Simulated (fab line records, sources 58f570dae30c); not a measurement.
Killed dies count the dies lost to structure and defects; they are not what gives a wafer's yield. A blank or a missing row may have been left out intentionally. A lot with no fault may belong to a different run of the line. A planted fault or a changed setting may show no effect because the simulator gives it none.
fab line records	flow berkeleyCmos170
record lots=6	wafers=18	lastDay=13
route steps=331 shown PLDD@155 NLDD@158 SPACER@171 PSD@175 NSD@187 M3@331
lots that met no fault: taken from a fault-free run of the same line
startH: start of the lot's first displayed wafer, in hours after the record's first day	waitH: time in hours since the lot's previous step	" identical to the entry in the row above	L1.1+2: a single row standing in for several wafers	- no value, or no start was given	* or withheld: withheld	< > ~ a bound
route shown NAME@n: names a module that has steps shown in the file, with the first one's number in the route	usual: mean/standard deviation taken from wafers without a fault	same: alike in all rows	chamber/n: place in a boat	sites: readings site by site	_std_site: standard deviation of those values	_edge_site: mean of outer sites minus mean of inner sites	radiusMm: how far each site lies from the wafer's centre	mask NAME#n: copy n	behind: the most recent tool/chamber to have shaped the wafer	hold: what put the lot on hold/how long, in hours/how the hold closed	device: the transistor (n, p or np) that didn't switch	end of line: at the end of the route, the tests of the same wafers	a step with no rows: only its recipe	killed: dies that structure and defects cost at the first sort, which is not the same as the wafer's yield	map: the dies of a wafer, with x for killed, . for not killed, _ for no die there
set.NAME: the setting that was run; set.NAME@STEP: the one run at that earlier step	model.NAME: the simulator's own value behind a step, which no gauge read
a table for each step, a row for each wafer; lots at some steps of the route
services: from which hour (startH, from the record's first day; less than 0 if before it) a tool's chamber was out of use, for how many hours, and why
## steps
# step UCB170_PLDD_STRIP_10
# recipe chemistry=O2	powerW=400	pressureMtorr=3500	platenTempC=withheld	o2FlowSccm=400	overashFraction=0.5
# step UCB170_PLDD_TW_MEAS_11
# usual PLDD_TW=1006/9.5
lot.wafer	tool	chamber	startH	waitH	PLDD_TW
L150.1	filmMetro-02	-	177.52	0.1	1000
L150.4	"	-	"	"	1003
L150.6	"	-	"	"	1006
L153.2	filmMetro-04	-	204.00	0.1	1013
L153.5	"	-	"	"	1016
L153.6	"	-	"	"	1021
L159.1	filmMetro-02	-	221.66	0.1	1014
L159.2	"	-	"	"	1019
L159.3	"	-	"	"	1015
L162.2	filmMetro-03	-	246.24	0.1	991
L162.4	"	-	"	"	995
L162.6	"	-	"	"	992
L165.3	filmMetro-02	-	260.66	0.1	1009
L165.4	"	-	"	"	1011
L165.6	"	-	"	"	1006
L166.4	filmMetro-04	-	270.51	0.1	1013
L166.5	"	-	"	"	1013
L166.6	"	-	"	"	1011
# step UCB170_PLDD_CLEAN_12
# recipe chemistry=SPM	tempC=120	timeS=600
# step UCB170_NLDD_HMDS_00
# recipe primeTimeS=60	primeTempC=100
# step UCB170_NLDD_COAT_01
# recipe resist=KrF	spinRpm=1500	resistThkNm=900
# step UCB170_NLDD_SOFTBAKE_02
# recipe resist=KrF	tempC=130	timeS=60
# step UCB170_NLDD_EXPOSE_03
# recipe maskId=NSELECT	na=0.5	sigmaOuter=0.6	sourceShape=conventional	targetCdNm=1200	doseMj=30
# step UCB170_NLDD_PEB_04
# recipe pebTempC=130	pebTimeS=withheld	resist=KrF
# step UCB170_NLDD_DEVELOP_05
# recipe developer=TMAH	developTimeS=45	resist=KrF	devTempC=21
# step UCB170_NLDD_CD_MEAS_06
# recipe targetCdNm=1200
# usual cdNm=1200.2/1.8
lot.wafer	tool	chamber	startH	waitH	cdNm
L150.1	cdSem-02	-	178.90	-	1200.8
L150.4	"	-	"	"	1199.6
L150.6	"	-	"	"	1200.2
L153.2	cdSem-01	-	205.85	-	1201.1
L153.5	"	-	"	"	1201.1
L153.6	"	-	"	"	1202.3
L159.1	cdSem-02	-	223.83	-	1201.4
L159.2	"	-	"	"	1197.8
L159.3	"	-	"	"	1198.7
L162.2	cdSem-01	-	247.63	-	1196.5
L162.4	"	-	"	"	1196.3
L162.6	"	-	"	"	1196.3
L165.3	cdSem-02	-	261.88	-	1200.4
L165.4	"	-	"	"	1200.6
L165.6	"	-	"	"	1199.4
L166.4	cdSem-02	-	271.96	-	1201.5
L166.5	"	-	"	"	1200.9
L166.6	"	-	"	"	1202.8
# step UCB170_NLDD_OVL_MEAS_07
# usual NLDD_OVL=1/6.1
lot.wafer	tool	chamber	startH	waitH	NLDD_OVL[nm]
L150.1	overlay-01	-	179.02	0.1	10
L150.4	"	-	"	"	8
L150.6	"	-	"	"	5
L153.2	overlay-02	-	205.96	0.1	1
L153.5	"	-	"	"	1
L153.6	"	-	"	"	-2
L159.1	overlay-02	-	223.95	0.1	5
L159.2	"	-	"	"	4
L159.3	"	-	"	"	3
L162.2	overlay-01	-	247.73	0.1	11
L162.4	"	-	"	"	2
L162.6	"	-	"	"	7
L165.3	overlay-02	-	261.97	0.1	-10
L165.4	"	-	"	"	-14
L165.6	"	-	"	"	-13
L166.4	overlay-02	-	272.04	0.1	-5
L166.5	"	-	"	"	4
L166.6	"	-	"	"	-1
# step UCB170_NLDD_IMPLANT_08
# recipe species=As	doseCm2=5e+13	energyKev=29.47	tiltDeg=7	rotationDeg=0
# step UCB170_NLDD_IMPLANT_09
# recipe species=As	doseCm2=5e+13	energyKev=30	tiltDeg=7	rotationDeg=180
# usual doseIonsCm2=5.002e+13/5.1e+10	faradayCurrentUA=158.8/3
# same implantIonAmu=75
lot.wafer	tool	chamber	startH	waitH	doseIonsCm2	faradayCurrentUA
L150.1	implanter-04	0	179.21	0.1	4.99e+13	162.4
L150.4	"	0	"	"	4.995e+13	160.1
L150.6	"	0	"	"	4.996e+13	157.4
L153.2	implanter-01	0	206.16	0.1	5.004e+13	155.1
L153.5	"	0	"	"	5.002e+13	162.6
L153.6	"	0	"	"	5.001e+13	155.4
L159.1	implanter-04	0	224.13	0.1	4.401e+13	143.0
L159.2	"	0	"	"	4.399e+13	138.4
L159.3	"	0	"	"	4.402e+13	136.3
L162.2	implanter-04	0	247.94	0.1	4.414e+13	133.6
L162.4	"	0	"	"	4.41e+13	140.7
L162.6	"	0	"	"	4.413e+13	141.9
L165.3	implanter-02	0	262.19	0.1	5.006e+13	153.5
L165.4	"	0	"	"	5.002e+13	160.5
L165.6	"	0	"	"	5.004e+13	155.0
L166.4	implanter-02	0	272.28	0.1	4.995e+13	156.7
L166.5	"	0	"	"	4.989e+13	159.5
L166.6	"	0	"	"	4.991e+13	159.9
# step UCB170_NLDD_STRIP_10
# recipe chemistry=O2	powerW=400	pressureMtorr=3500	platenTempC=withheld	o2FlowSccm=400	overashFraction=0.5
# usual chamberPressureMTorr=3500/3.2	drypumpMotorCurrentA=5.8/0.32	oesProductAu=0.734/0.0047	stripTimeToEndpointS=21.65/0.063
lot.wafer	tool	chamber	startH	waitH	chamberPressureMTorr	drypumpMotorCurrentA	oesProductAu	rfHoursCounterH	stripTimeToEndpointS
L150.1	plasmaAsher-04	1	179.36	0.1	3495	5.9	0.746	43	21.51
L150.4	"	0	"	"	3491	6.3	0.735	-	21.50
L150.6	"	0	"	"	3499	6.3	0.735	-	21.51
L153.2	plasmaAsher-02	1	206.29	0.1	3495	5.3	0.727	43	21.66
L153.5	"	1	"	"	3502	5.3	0.730	-	21.64
L153.6	"	0	"	"	3499	5.8	0.745	-	21.77
L159.1	plasmaAsher-03	1	224.28	0.1	3497	5.6	0.732	52	21.61
L159.2	"	0	"	"	3496	5.8	0.729	52	21.57
L159.3	"	0	"	"	3498	5.8	0.731	-	21.56
L162.2	plasmaAsher-03	0	248.06	0.1	3503	5.8	0.732	55	21.62
L162.4	"	0	"	"	3503	5.8	0.733	-	21.70
L162.6	"	1	"	"	3500	5.5	0.734	-	21.61
L165.3	plasmaAsher-03	1	262.33	0.1	3501	5.5	0.728	-	21.58
L165.4	"	0	"	"	3495	5.8	0.734	-	21.66
L165.6	"	0	"	"	3502	5.8	0.735	-	21.59
L166.4	plasmaAsher-04	0	272.39	0.1	3499	6.3	0.731	-	21.65
L166.5	"	0	"	"	3504	6.3	0.731	-	21.67
L166.6	"	1	"	"	3502	5.9	0.738	-	21.65
# step UCB170_NLDD_TW_MEAS_11
# usual NLDD_TW=2202/22
lot.wafer	tool	chamber	startH	waitH	NLDD_TW
L150.1	filmMetro-02	-	179.46	0.1	2190
L150.4	"	-	"	"	2196
L150.6	"	-	"	"	2202
L153.2	filmMetro-04	-	206.40	0.1	2233
L153.5	"	-	"	"	2229
L153.6	"	-	"	"	2242
L159.1	filmMetro-03	-	224.38	0.1	2140
L159.2	"	-	"	"	2135
L159.3	"	-	"	"	2145
L162.2	filmMetro-03	-	248.17	0.1	2128
L162.4	"	-	"	"	2129
L162.6	"	-	"	"	2142
L165.3	filmMetro-04	-	262.41	0.1	2208
L165.4	"	-	"	"	2215
L165.6	"	-	"	"	2209
L166.4	filmMetro-03	-	272.51	0.1	2178
L166.5	"	-	"	"	2157
L166.6	"	-	"	"	2159
# step UCB170_NLDD_CLEAN_12
# recipe chemistry=SPM	tempC=120	timeS=600
# step UCB170_SPACER_CVD_00
# recipe material=SiO2	targetThkNm=376	tempC=390	precursor=TEOS/O2	timeS=47	rfW=550	pressureMtorr=9000
# usual heaterPowerW=306/48
lot.wafer	tool	chamber	startH	waitH	heaterPowerW
L150.1	pecvd-04	0	182.06	0.0	227
L150.4	"	2	"	"	333
L150.6	"	0	"	"	246
L153.2	pecvd-01	0	206.62	0.0	249
L153.5	"	2	"	"	307
L153.6	"	1	"	"	330
L159.1	pecvd-04	0	224.63	0.0	231
L159.2	"	2	"	"	352
L159.3	"	1	"	"	297
L162.2	pecvd-03	1	248.40	0.0	429
L162.4	"	0	"	"	277
L162.6	"	2	"	"	246
L165.3	pecvd-04	2	262.64	0.0	346
L165.4	"	0	"	"	263
L165.6	"	1	"	"	318
L166.4	pecvd-03	1	272.75	0.0	429
L166.5	"	2	"	"	290
L166.6	"	0	"	"	257
# step UCB170_SPACER_THK_MEAS_01
# recipe reads=SiO2_of_SPACER_CVD_00
# usual SPACER_TEOS_THK=378/5.8
lot.wafer	tool	chamber	startH	waitH	SPACER_TEOS_THK[nm]
L150.1	filmMetro-02	-	182.10	0.0	375
L150.4	"	-	"	"	380
L150.6	"	-	"	"	381
L153.2	filmMetro-03	-	206.67	0.0	379
L153.5	"	-	"	"	371
L153.6	"	-	"	"	382
L159.1	filmMetro-01	-	224.68	0.0	371
L159.2	"	-	"	"	369
L159.3	"	-	"	"	372
L162.2	filmMetro-03	-	248.45	0.0	378
L162.4	"	-	"	"	384
L162.6	"	-	"	"	383
L165.3	filmMetro-01	-	262.71	0.0	372
L165.4	"	-	"	"	390
L165.6	"	-	"	"	375
L166.4	filmMetro-03	-	272.80	0.0	381
L166.5	"	-	"	"	376
L166.6	"	-	"	"	383
# step UCB170_SPACER_ANNEAL_02
# recipe tempC=900	timeS=1800	ambient=N2
# step UCB170_SPACER_ETCHBACK_03
# recipe stopOn=Si	target=SiO2	chemistry=CHF3/CF4/Ar	CHF3_flow_sccm=50	cf4FlowSccm=10	Ar_flow_sccm=120	pressureMtorr=200	rfW=500	targetDepthA=3760	timeS=100
# usual chamberPressureMTorr=200.01/0.18	drypumpMotorCurrentA=5.7/0.51	oesProductAu=0.910/0.014	throttleValvePct=6.46/0.086
lot.wafer	tool	chamber	startH	waitH	chamberPressureMTorr	drypumpMotorCurrentA	oesProductAu	rfHoursCounterH	throttleValvePct
L150.1	rieDiel-02	2	186.58	0.0	200.18	5.5	0.893	95	6.44
L150.4	"	0	"	"	199.87	6.5	0.911	107	6.67
L150.6	"	3	"	"	200.12	5.9	0.914	-	6.55
L153.2	rieDiel-01	1	213.45	0.0	200.16	5.6	0.921	97	6.35
L153.5	"	1	"	"	199.99	5.6	0.910	-	6.35
L153.6	"	0	"	"	200.02	5.7	0.901	-	6.36
L159.1	rieDiel-02	0	229.02	0.1	200.47	6.4	0.900	109	6.66
L159.2	"	3	"	"	199.91	5.9	0.896	19	6.54
L159.3	"	2	"	"	200.32	5.4	0.889	98	6.43
L162.2	rieDiel-02	2	254.03	0.0	199.90	5.4	0.896	99	6.44
L162.4	"	0	"	"	199.94	6.4	0.916	111	6.65
L162.6	"	1	"	"	199.80	4.9	0.923	-	6.50
L165.3	rieDiel-02	1	267.76	0.0	200.02	4.9	0.915	65	6.49
L165.4	"	2	"	"	200.03	5.5	0.917	100	6.42
L165.6	"	3	"	"	200.05	5.8	0.903	-	6.54
L166.4	rieDiel-03	2	278.02	0.0	199.98	6.3	0.922	28	6.53
L166.5	"	2	"	"	199.97	6.3	0.925	-	6.51
L166.6	"	3	"	"	199.90	5.6	0.919	-	6.42
# step UCB170_PSD_HMDS_00
# recipe primeTimeS=60	primeTempC=100
# step UCB170_PSD_COAT_01
# recipe resist=KrF	spinRpm=1500	resistThkNm=900
# step UCB170_PSD_SOFTBAKE_02
# recipe resist=KrF	tempC=130	timeS=60
# step UCB170_PSD_EXPOSE_03
# recipe maskId=PSELECT_MOD	na=0.5	sigmaOuter=0.6	sourceShape=conventional	targetCdNm=1200	doseMj=30
# step UCB170_PSD_PEB_04
# recipe pebTempC=130	pebTimeS=withheld	resist=KrF
# step UCB170_PSD_DEVELOP_05
# recipe developer=TMAH	developTimeS=45	resist=KrF	devTempC=21
# step UCB170_PSD_CD_MEAS_06
# recipe targetCdNm=1200
# usual cdNm=1199.7/1.5
lot.wafer	tool	chamber	startH	waitH	cdNm
L150.1	cdSem-02	-	188.31	-	1200.5
L150.4	"	-	"	"	1198.8
L150.6	"	-	"	"	1198.3
L153.2	cdSem-01	-	214.88	-	1198.9
L153.5	"	-	"	"	1200.6
L153.6	"	-	"	"	1198.3
L159.1	cdSem-02	-	230.58	-	1198.2
L159.2	"	-	"	"	1198.8
L159.3	"	-	"	"	1198.1
L162.2	cdSem-01	-	255.29	-	1198.6
L162.4	"	-	"	"	1199.6
L162.6	"	-	"	"	1199.1
L165.3	cdSem-01	-	268.96	-	1197.9
L165.4	"	-	"	"	1197.5
L165.6	"	-	"	"	1197.1
L166.4	cdSem-01	-	281.51	-	1198.0
L166.5	"	-	"	"	1199.8
L166.6	"	-	"	"	1200.4
# step UCB170_PSD_OVL_MEAS_07
# usual PSD_OVL=0/6
lot.wafer	tool	chamber	startH	waitH	PSD_OVL[nm]
L150.1	overlay-01	-	188.43	0.1	-5
L150.4	"	-	"	"	1
L150.6	"	-	"	"	-2
L153.2	overlay-02	-	214.99	0.1	2
L153.5	"	-	"	"	-8
L153.6	"	-	"	"	-12
L159.1	overlay-01	-	230.70	0.1	-11
L159.2	"	-	"	"	1
L159.3	"	-	"	"	-4
L162.2	overlay-02	-	255.40	0.1	-6
L162.4	"	-	"	"	-7
L162.6	"	-	"	"	-3
L165.3	overlay-02	-	269.05	0.1	-7
L165.4	"	-	"	"	-7
L165.6	"	-	"	"	-7
L166.4	overlay-02	-	281.59	0.1	6
L166.5	"	-	"	"	10
L166.6	"	-	"	"	8
# step UCB170_PSD_IMPLANT_08
# recipe species=B	doseCm2=3e+15	energyKev=20	tiltDeg=7
# step UCB170_PSD_STRIP_09
# recipe chemistry=O2	powerW=400	pressureMtorr=3500	platenTempC=withheld	o2FlowSccm=400	overashFraction=0.5
# usual chamberPressureMTorr=3500/3.6	drypumpMotorCurrentA=5.66/0.22	oesProductAu=0.600/0.0049	stripTimeToEndpointS=29.40/0.071
lot.wafer	tool	chamber	startH	waitH	chamberPressureMTorr	drypumpMotorCurrentA	oesProductAu	rfHoursCounterH	stripTimeToEndpointS
L150.1	plasmaAsher-03	1	188.61	0.1	3507	5.54	0.609	48	29.33
L150.4	"	1	"	"	3502	5.52	0.608	-	29.37
L150.6	"	0	"	"	3502	5.80	0.601	-	29.41
L153.2	plasmaAsher-01	0	215.17	0.1	3501	5.97	0.602	10	29.37
L153.5	"	1	"	"	3500	5.51	0.604	-	29.36
L153.6	"	0	"	"	3499	5.99	0.601	-	29.46
L159.1	plasmaAsher-01	1	230.89	0.1	3500	5.50	0.595	13	29.47
L159.2	"	0	"	"	3505	5.99	0.595	13	29.45
L159.3	"	0	"	"	3500	6.00	0.594	-	29.49
L162.2	plasmaAsher-03	0	255.58	0.1	3502	5.79	0.600	56	29.31
L162.4	"	1	"	"	3500	5.53	0.599	-	29.24
L162.6	"	0	"	"	3504	5.82	0.600	-	29.24
L165.3	plasmaAsher-03	1	269.26	0.1	3499	5.54	0.597	-	29.38
L165.4	"	0	"	"	3500	5.78	0.599	-	29.45
L165.6	"	1	"	"	3501	5.56	0.595	-	29.45
L166.4	plasmaAsher-01	0	281.79	0.1	3499	5.99	0.590	-	29.28
L166.5	"	1	"	"	3502	5.53	0.604	-	29.26
L166.6	"	0	"	"	3506	5.97	0.595	-	29.23
# step UCB170_PSD_TW_MEAS_10
# usual PSD_TW=2318/23
lot.wafer	tool	chamber	startH	waitH	PSD_TW
L150.1	filmMetro-03	-	188.71	0.1	2302
L150.4	"	-	"	"	2308
L150.6	"	-	"	"	2289
L153.2	filmMetro-03	-	215.28	0.1	2294
L153.5	"	-	"	"	2293
L153.6	"	-	"	"	2280
L159.1	filmMetro-02	-	230.99	0.1	2342
L159.2	"	-	"	"	2348
L159.3	"	-	"	"	2339
L162.2	filmMetro-02	-	255.69	0.1	2329
L162.4	"	-	"	"	2335
L162.6	"	-	"	"	2313
L165.3	filmMetro-03	-	269.34	0.1	2278
L165.4	"	-	"	"	2286
L165.6	"	-	"	"	2280
L166.4	filmMetro-04	-	281.88	0.1	2324
L166.5	"	-	"	"	2325
L166.6	"	-	"	"	2328
# step UCB170_PSD_CLEAN_11
# recipe chemistry=SPM	tempC=120	timeS=600
# step UCB170_NSD_HMDS_00
# recipe primeTimeS=60	primeTempC=100
# step UCB170_NSD_COAT_01
# recipe resist=KrF	spinRpm=1500	resistThkNm=900
# step UCB170_NSD_SOFTBAKE_02
# recipe resist=KrF	tempC=130	timeS=60
# step UCB170_NSD_EXPOSE_03
# recipe maskId=NSELECT_MOD	na=0.5	sigmaOuter=0.6	sourceShape=conventional	targetCdNm=1200	doseMj=30
# step UCB170_NSD_PEB_04
# recipe pebTempC=130	pebTimeS=withheld	resist=KrF
# step UCB170_NSD_DEVELOP_05
# recipe developer=TMAH	developTimeS=45	resist=KrF	devTempC=21
# step UCB170_NSD_CD_MEAS_06
# recipe targetCdNm=1200
# usual cdNm=1199.4/1.6
lot.wafer	tool	chamber	startH	waitH	cdNm
L150.1	cdSem-02	-	191.45	-	1198.0
L150.4	"	-	"	"	1199.6
L150.6	"	-	"	"	1200.5
L153.2	cdSem-01	-	217.67	-	1200.1
L153.5	"	-	"	"	1199.1
L153.6	"	-	"	"	1198.4
L159.1	cdSem-01	-	232.64	-	1202.1
L159.2	"	-	"	"	1203.3
L159.3	"	-	"	"	1202.7
L162.2	cdSem-01	-	258.37	-	1199.1
L162.4	"	-	"	"	1198.9
L162.6	"	-	"	"	1199.3
L165.3	cdSem-02	-	270.71	-	1199.0
L165.4	"	-	"	"	1199.4
L165.6	"	-	"	"	1199.1
L166.4	cdSem-01	-	283.50	-	1196.3
L166.5	"	-	"	"	1196.3
L166.6	"	-	"	"	1197.7
# step UCB170_NSD_OVL_MEAS_07
# usual NSD_OVL=2/4.1
lot.wafer	tool	chamber	startH	waitH	NSD_OVL[nm]
L150.1	overlay-01	-	191.57	0.1	-2
L150.4	"	-	"	"	-4
L150.6	"	-	"	"	2
L153.2	overlay-02	-	217.78	0.1	-1
L153.5	"	-	"	"	8
L153.6	"	-	"	"	5
L159.1	overlay-01	-	232.76	0.1	6
L159.2	"	-	"	"	-6
L159.3	"	-	"	"	-2
L162.2	overlay-01	-	258.48	0.1	4
L162.4	"	-	"	"	3
L162.6	"	-	"	"	9
L165.3	overlay-01	-	270.80	0.1	6
L165.4	"	-	"	"	0
L165.6	"	-	"	"	0
L166.4	overlay-01	-	283.57	0.1	9
L166.5	"	-	"	"	2
L166.6	"	-	"	"	2
# step UCB170_NSD_IMPLANT_08
# recipe species=P	doseCm2=3e+15	energyKev=40	tiltDeg=7
# step UCB170_NSD_STRIP_09
# recipe chemistry=O2	powerW=400	pressureMtorr=3500	platenTempC=withheld	o2FlowSccm=400	overashFraction=0.5
# usual chamberPressureMTorr=3500/3.4	drypumpMotorCurrentA=5.8/0.34	oesProductAu=0.533/0.0048	stripTimeToEndpointS=35.83/0.079
lot.wafer	tool	chamber	startH	waitH	chamberPressureMTorr	drypumpMotorCurrentA	oesProductAu	rfHoursCounterH	stripTimeToEndpointS
L150.1	plasmaAsher-04	1	191.76	0.1	3499	5.9	0.532	44	35.74
L150.4	"	1	"	"	3496	5.9	0.532	-	35.78
L150.6	"	0	"	"	3499	6.3	0.537	-	35.79
L153.2	plasmaAsher-04	0	217.96	0.1	3499	6.3	0.531	47	35.75
L153.5	"	1	"	"	3497	6.0	0.537	-	35.80
L153.6	"	0	"	"	3504	6.3	0.525	-	35.78
L159.1	plasmaAsher-02	0	232.94	0.1	3501	5.8	0.542	46	35.79
L159.2	"	1	"	"	3496	5.3	0.534	46	35.77
L159.3	"	1	"	"	3500	5.3	0.533	-	35.80
L162.2	plasmaAsher-02	1	258.66	0.1	3500	5.3	0.534	49	35.84
L162.4	"	1	"	"	3500	5.3	0.529	-	35.93
L162.6	"	0	"	"	3506	5.8	0.531	-	35.93
L165.3	plasmaAsher-02	0	271.00	0.1	3504	5.8	0.534	-	35.79
L165.4	"	1	"	"	3496	5.3	0.537	-	35.75
L165.6	"	0	"	"	3502	5.8	0.533	-	35.79
L166.4	plasmaAsher-04	1	283.77	0.1	3504	6.0	0.534	-	35.85
L166.5	"	1	"	"	3498	5.9	0.525	-	35.90
L166.6	"	0	"	"	3502	6.3	0.537	-	35.81
# step UCB170_SDANNEAL_RS_MEAS_05
# recipe thkMeasGauge=four-point-probe
# usual NLDD_RS=618.0/1.2
lot.wafer	tool	chamber	startH	waitH	NLDD_RS[ohm/sq]
L150.1	filmMetro-04	-	193.44	0.1	617.2
L150.4	"	-	"	"	618.3
L150.6	"	-	"	"	618.6
L153.2	filmMetro-02	-	220.21	0.1	616.5
L153.5	"	-	"	"	617.6
L153.6	"	-	"	"	616.4
L159.1	filmMetro-02	-	234.85	0.1	645.4
L159.2	"	-	"	"	642.0
L159.3	"	-	"	"	644.0
L162.2	filmMetro-03	-	260.26	0.1	643.9
L162.4	"	-	"	"	643.6
L162.6	"	-	"	"	644.1
L165.3	filmMetro-04	-	272.73	0.1	618.2
L165.4	"	-	"	"	616.9
L165.6	"	-	"	"	619.4
L166.4	filmMetro-04	-	286.23	0.1	619.2
L166.5	"	-	"	"	617.4
L166.6	"	-	"	"	617.1
# step UCB170_M3_PROBE_99
lot.wafer	tool	chamber	startH	waitH	model.etest.nldd.lineOhmUm	model.etest.nldd.rsOhmSq
L150.1	prober-02	-	219.78	0.1	1198	790.7
L150.4	prober-02	-	219.93	0.2	1215	782.5
L150.6	prober-02	-	220.03	0.2	1221	781.9
L153.2	prober-01	-	242.41	0.1	1233	790.9
L153.5	prober-01	-	242.56	0.2	1250	787.2
L153.6	prober-01	-	242.61	0.2	1236	780.2
L159.1	prober-02	-	258.31	0.1	1299	814
L159.2	prober-02	-	258.36	0.1	1286	795.1
L159.3	prober-02	-	258.41	0.2	1309	807.3
L162.2	prober-02	-	280.94	0.1	1339	818.1
L162.4	prober-02	-	281.04	0.2	1340	812
L162.6	prober-02	-	281.14	0.2	1335	820.4
L165.3	prober-02	-	301.19	0.2	1263	768
L165.4	prober-02	-	301.24	0.2	1264	765.4
L165.6	prober-02	-	301.34	0.2	1260	765.1
L166.4	prober-02	-	308.86	0.2	1270	766.8
L166.5	prober-02	-	308.91	0.2	1261	774.5
L166.6	prober-02	-	308.96	0.2	1285	773.3
# killed by level:class
L150.1 GATE:geometricParticle:short=1 CONTACT:geometricParticle:open=1 M1:geometricParticle:short=1 V2:geometricParticle:short=1 ACTIVE:areaEtch=1
L150.4 M1:geometricParticle:open=1 M3:geometricParticle:open=1
L150.6 SCREENOX:geometricParticle:short=1 GATE:geometricParticle:short=1
L153.2 SCREENOX:geometricParticle:short=1 SPACER:geometricParticle:short=1 V2:geometricParticle:short=1 NWELL:coatMicrobubblePrinted=1
L153.5 SACOX:geometricParticle:short=1 GATE:geometricParticle:open=1 V1:geometricParticle:open=1
L153.6 FIELD:geometricParticle:short=1 GATE:geometricParticle:short=1 V2:geometricParticle:short=1
L159.1 SILICIDE:geometricParticle:open=1 M2:geometricParticle:short=1 ACTIVE:areaEtch=1
L159.2 GATE:geometricParticle:open=2 ACTIVE:geometricParticle:open=1 SPACER:geometricParticle:short=1 SPACER:geometricParticle:open=1 M2:geometricParticle:short=1 V2:geometricParticle:open=1 M3:geometricParticle:short=1 ACTIVE:areaEtch=1
L159.3 GATE:geometricParticle:open=1 SPACER:geometricParticle:open=1
L165.3 FIELD:geometricParticle:short=1 SACOX:geometricParticle:short=1 SILICIDE:geometricParticle:short=1 SILICIDE:geometricParticle:open=1 NLDD:coatMicrobubblePrinted=1
L165.4 SPACER:geometricParticle:open=1 M2:geometricParticle:short=1
L165.6 SACOX:geometricParticle:short=1 SILICIDE:geometricParticle:short=1 M2:geometricParticle:short=1
L166.4 GATE:geometricParticle:short=1 SPACER:geometricParticle:open=1 M1:geometricParticle:short=1 M2:geometricParticle:short=1
L166.5 ACTIVE:geometricParticle:short=1 SILICIDE:geometricParticle:short=1
L166.6 WELLDRIVE:geometricParticle:open=1 SILICIDE:geometricParticle:short=1 M3:geometricParticle:short=1
## services
tool	chamber	startH	hours	kind
implanter-01	-	162.12	8.3	pm
rieDiel-01	2	183.14	1.9	repair
rieDiel-03	0	198.74	2.9	repair
rieDiel-03	3	231.73	1.2	repair
rieDiel-02	2	233.23	14.0	repair
implanter-01	-	239.45	3.5	pm
pecvd-01	-	242.50	14.0	pm
pecvd-01	0	242.50	14.0	ventCycle
pecvd-01	1	242.50	14.0	ventCycle
pecvd-01	2	242.50	14.0	ventCycle
rieDiel-01	2	252.43	13.5	repair
implanter-04	-	254.44	2.7	pm
rieDiel-02	3	255.19	11.5	repair
pecvd-01	0	256.50	-	clean
pecvd-01	1	256.50	-	clean
pecvd-01	2	256.50	-	clean
plasmaAsher-04	-	258.23	6.5	repair
plasmaAsher-02	-	260.85	8.1	repair
rieDiel-02	3	278.49	2.5	repair
pecvd-01	-	282.83	5.5	pm
## key
firstSign step=UCB170_NLDD_IMPLANT_09	reading=doseIonsCm2	direction=down	sigmas=99+	usual=5.002e+13	struck=4.406e+13
effect step=UCB170_NLDD_IMPLANT_09	reading=faradayCurrentUA	direction=down	sigmas=6.6	usual=158.8	struck=139.0
effect step=UCB170_SDANNEAL_RS_MEAS_05	reading=NLDD_RS	direction=up	sigmas=21	usual=618.0	struck=643.8
modelEffect step=UCB170_M3_PROBE_99	value=etest.nldd.lineOhmUm	without=1252	struck=1318
metAt UCB170_NLDD_IMPLANT_09
struckWafers L159.1,L159.2,L159.3,L162.2,L162.4,L162.6
sortLeftOut L162.2,L162.4,L162.6
testerLeftOut L159,L162
onsetBetween 179.21 224.13
fault kind=processParameterDrift	tool=implanter-04	chamber=-	onsetH=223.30	steps=UCB170_NLDD_IMPLANT_09	channel=doseCm2	offset=-6e+12	shape=step	endH=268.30	actsIn=theseRecipesOnly	stated=5e+13
# testerLeftOut: of these lots the tester's yield and bins aren't shown, on N5 and GAA mostly nor the transistor test; their killed dies are dies lost to structure and defects alone, not to doping, threshold or leakage, so they don't give the yield
# sortLeftOut: the simulated sort isn't trusted on such a fault, so these wafers' sort isn't shown, and their yield isn't known
